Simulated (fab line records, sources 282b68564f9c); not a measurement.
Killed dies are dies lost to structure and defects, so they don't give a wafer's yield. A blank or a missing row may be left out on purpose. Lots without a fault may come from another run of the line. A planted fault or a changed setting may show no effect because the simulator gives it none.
One fault seen from 2 desks | flow rit_cmos | each desk has only its own numbers; what lay behind them comes last

THE METROLOGY DESK
What the gauges read, lot by lot, whatever tool the lot ran on: means of the sampled wafers that have a number. A lot is out of limits, marked OUT, if its mean lies more than 4 standard deviations from the usual mean; the brackets give that distance.
Columns: A = NLDD_TW at RIT_NLDD_TW_MEAS_10, usual 2510; B = NLDD_RS at RIT_SDANNEAL_RS_MEAS_07, usual 151.6 ohm/sq
lot  | first seen here | A              | B
L751 | day 2 22:22     | 2521           | 152.6
L752 | day 3 04:28     | 2474           | 150.8
L757 | day 4 04:10     | 1585 (-39) OUT | 505.1 (+99 or more) OUT
L759 | day 4 16:02     | 1558 (-40) OUT | 521.8 (+99 or more) OUT
L764 | day 5 16:38     | 2514           | 151.7
L765 | day 5 18:55     | 2504           | 151.7
L766 | day 6 01:38     | 2524           | 151.8
L767 | day 6 04:11     | 2509           | 152.0
L768 | day 6 11:48     | 2519           | 150.6
L769 | day 6 13:55     | 2518           | 150.5
L770 | day 6 22:02     | 2463           | 152.1
L771 | day 6 23:35     | 2524           | 152.1
L773 | day 7 13:32     | 2459           | 152.1
L774 | day 7 17:43     | 2535           | 152.1
This desk's finding: out of limits on L757, L759; first on L757, day 4 04:10 (NLDD_TW at RIT_NLDD_TW_MEAS_10). In limits: L751, L752, L764, L765, L766, L767, L768, L769, L770, L771, L773, L774.

THE TOOL OWNER'S DESK: implanter-04
The tool's own readings at RIT_NLDD_IMPLANT_08: means of the sampled wafers that have a number, for each lot that ran on this tool. A lot is out of limits, marked OUT, if its mean lies more than 4 standard deviations from the usual mean; the brackets give that distance.
Columns: A = dose_ions_cm2 at RIT_NLDD_IMPLANT_08, usual 5e+14; B = end_station_pressure_torr at RIT_NLDD_IMPLANT_08, usual 6.3e-06 Torr; C = faraday_current_uA at RIT_NLDD_IMPLANT_08, usual 1571
lot  | first seen here | A                       | B       | C
L757 | day 4 03:51     | 1e+14 (-99 or more) OUT | 5.2e-06 | 324 (-43) OUT
L759 | day 4 15:42     | 1e+14 (-99 or more) OUT | 5.2e-06 | 309 (-44) OUT
This desk's finding: out of limits on L757, L759; first on L757, day 4 03:51 (dose_ions_cm2 at RIT_NLDD_IMPLANT_08). In limits: none.

PUT TOGETHER
The tool owner's desk could have raised an alarm at day 4 03:51, on L757, L759.
The metrology desk could have raised an alarm at day 4 04:10, on L757, L759.
Of the lots named, all ran RIT_NLDD_IMPLANT_08 on implanter-04.

WHAT THE SIMULATOR HAD PUT IN
Process parameter drift: implanter-04, from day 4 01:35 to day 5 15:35, at RIT_NLDD_IMPLANT_08. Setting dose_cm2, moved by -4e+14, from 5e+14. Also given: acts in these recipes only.
Lots struck among those shown: L757, L759.
Hours from the fault's start to each desk's first reading out of limits: the tool owner's desk, 2; the metrology desk, 3.
